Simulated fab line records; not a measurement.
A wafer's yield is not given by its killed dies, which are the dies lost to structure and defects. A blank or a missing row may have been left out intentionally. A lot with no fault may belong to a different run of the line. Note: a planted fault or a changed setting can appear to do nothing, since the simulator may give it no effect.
The tool behind it: which one? | flow rit-cmos | 14 lots, 42 wafers sampled, at 1 step of a route of 202

== WHAT THE GAUGES READ, wafer by wafer ==
The record holds no reading of a measuring or inspecting step that can be judged against a usual standard deviation.

== EACH LOT AND THE TOOL THAT RAN IT (in order: tool; ch and the chambers of the sampled wafers; start) ==
lot  | RIT_PWELL_EXPOSE_03
L931 | iline-stepper-02 ch 0, day 1 22:44
L932 | iline-stepper-02 ch 0, day 2 03:55
L934 | iline-stepper-01 ch 0, day 2 14:36
L937 | iline-stepper-01 ch 0, day 3 10:19
L938 | iline-stepper-01 ch 0, day 3 13:01
L939 | iline-stepper-01 ch 0, day 3 15:18
L944 | iline-stepper-02, day 4 19:44
L945 | iline-stepper-01, day 4 21:32
L947 | iline-stepper-01 ch 0, day 5 08:09
L948 | iline-stepper-02 ch 0, day 5 11:34
L949 | iline-stepper-02 ch 0, day 5 16:58
L950 | iline-stepper-01 ch 0, day 5 23:17
L951 | iline-stepper-02 ch 0, day 6 03:41
L952 | iline-stepper-01 ch 0, day 6 07:49
- RIT_PWELL_EXPOSE_03: exposes mask M3, target cd 43700 nm.

== AS READ BY THE TOOLS THEMSELVES (means over the sampled wafers that have a number; for cases with no such wafer, the mark the record gives instead) ==
RIT_PWELL_EXPOSE_03. Usual: exposure-dose-mJ-cm2 249.95, standard deviation 0.24; focus-offset-nm 0.0 nm, standard deviation 0.43.
lot  | tool             | exposure-dose-mJ-cm2 | focus-offset-nm (nm) | flag
L931 | iline-stepper-02 | 250.03               | 0.1                  |
L932 | iline-stepper-02 | 249.78               | 0.1                  |
L934 | iline-stepper-01 | 249.96               | 0.2                  |
L937 | iline-stepper-01 | 249.98               | -0.3                 |
L938 | iline-stepper-01 | 250.02               | 0.5                  |
L939 | iline-stepper-01 | 250.07               | 0.3                  |
L944 | iline-stepper-02 | -                    | -                    | OFF
L945 | iline-stepper-01 | -                    | -                    | OFF
L947 | iline-stepper-01 | 250.24               | -0.5                 |
L948 | iline-stepper-02 | 250.09               | 0.2                  |
L949 | iline-stepper-02 | 249.90               | -0.0                 |
L950 | iline-stepper-01 | 250.22               | 0.1                  |
L951 | iline-stepper-02 | 249.85               | -0.2                 |
L952 | iline-stepper-01 | 249.82               | 0.2                  |

== THE ANSWER, worked out from the rows above alone ==
Rule: lot off if the mean of its wafers having a number is beyond 3 standard deviations from the usual mean. A lot without any number at a reading at which 4 lots or more have one is off too. Where the step has rows for the other lots, those lots are counted as sound. First the gauges in route order, then the tools' own readings, where a lot's mean is used as printed above. The first step at which some lot is off is used, and at that step the reading that is off furthest; a lot without a number counts as furthest.
Off at RIT_PWELL_EXPOSE_03 (exposure-dose-mJ-cm2): L944, L945. Without a number there: L944, L945.
If a tool, at that step or one of the process steps before it, ran each lot that is off and ran no sound lot following the first of them, it fits. No candidate that was tried fits.

== WHAT WAS PUT IN BY THE SIMULATOR ==
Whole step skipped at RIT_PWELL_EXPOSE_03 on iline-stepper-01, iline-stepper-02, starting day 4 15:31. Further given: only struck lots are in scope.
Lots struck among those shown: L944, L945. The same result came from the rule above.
